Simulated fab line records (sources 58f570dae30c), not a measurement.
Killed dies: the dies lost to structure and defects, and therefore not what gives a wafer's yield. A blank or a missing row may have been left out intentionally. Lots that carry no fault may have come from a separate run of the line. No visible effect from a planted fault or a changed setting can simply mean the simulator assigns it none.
Which tool did it?	flow berkeley_cmos170	Sampling: 7 lots, 21 wafers, 2 of 331 route steps

== WHAT THE GAUGES SHOWED, per wafer ==
UCB170_PLDD_TW_MEAS_11.
lot	measured	on	PLDD_TW
L413	day 7 03:22	film_metro-01	1022 1017 1021
L417	day 8 08:47	film_metro-01	1023 1021 1024
L422	day 9 02:26	film_metro-03	1017 1017 1017
L420	day 9 03:03	film_metro-03	1058 1058 1064
L424	day 10 05:17	film_metro-01	1029 1023 1029
L432	day 10 16:02	film_metro-01	1024 1026 1027
L433	day 11 11:11	film_metro-02	1013 1008 1015

== WHICH TOOL RAN EACH LOT (tool, then ch and the chambers of the sampled wafers, then the start) ==
lot	UCB170_PLDD_IMPLANT_08
L413	implanter-01 ch 0, day 7 02:58
L417	implanter-04 ch 0, day 8 08:23
L422	implanter-02 ch 0, day 9 02:03
L420	implanter-01 ch 0, day 9 02:39
L424	implanter-02 ch 0, day 10 04:53
L432	implanter-02 ch 0, day 10 15:40
L433	implanter-04 ch 0, day 11 10:47
- UCB170_PLDD_IMPLANT_08

== THE ANSWER, worked out from the rows above alone ==
Rule: what is usual is taken from the lots themselves. Put in order of their means at a reading, lots are off if they are a third of the lots or fewer, leave a main group of 4 or more, and stand apart from it by a gap of 3 or more times the standard deviation of the main group's means; of several such gaps the widest counts. A main group whose means are all the same, to the digits that the tables above print for the reading, isn't used. Also off: a lot with no number at a reading for which 4 or more lots have one. The other lots that the step has rows for count as sound.
Off: L420, seen at UCB170_PLDD_TW_MEAS_11 (PLDD_TW). The main group has a mean of 1021 with a standard deviation of 5.1.
If a tool, at a process step before that reading, ran all the lots that are off and no sound lot after the first of them, it fits. The gauges at UCB170_PLDD_TW_MEAS_11 are tried like those tools. Can't be told from this: 2 tools fit, implanter-01 at UCB170_PLDD_IMPLANT_08, film_metro-03 at UCB170_PLDD_TW_MEAS_11.

== WHAT THE SIMULATOR HAD PUT IN ==
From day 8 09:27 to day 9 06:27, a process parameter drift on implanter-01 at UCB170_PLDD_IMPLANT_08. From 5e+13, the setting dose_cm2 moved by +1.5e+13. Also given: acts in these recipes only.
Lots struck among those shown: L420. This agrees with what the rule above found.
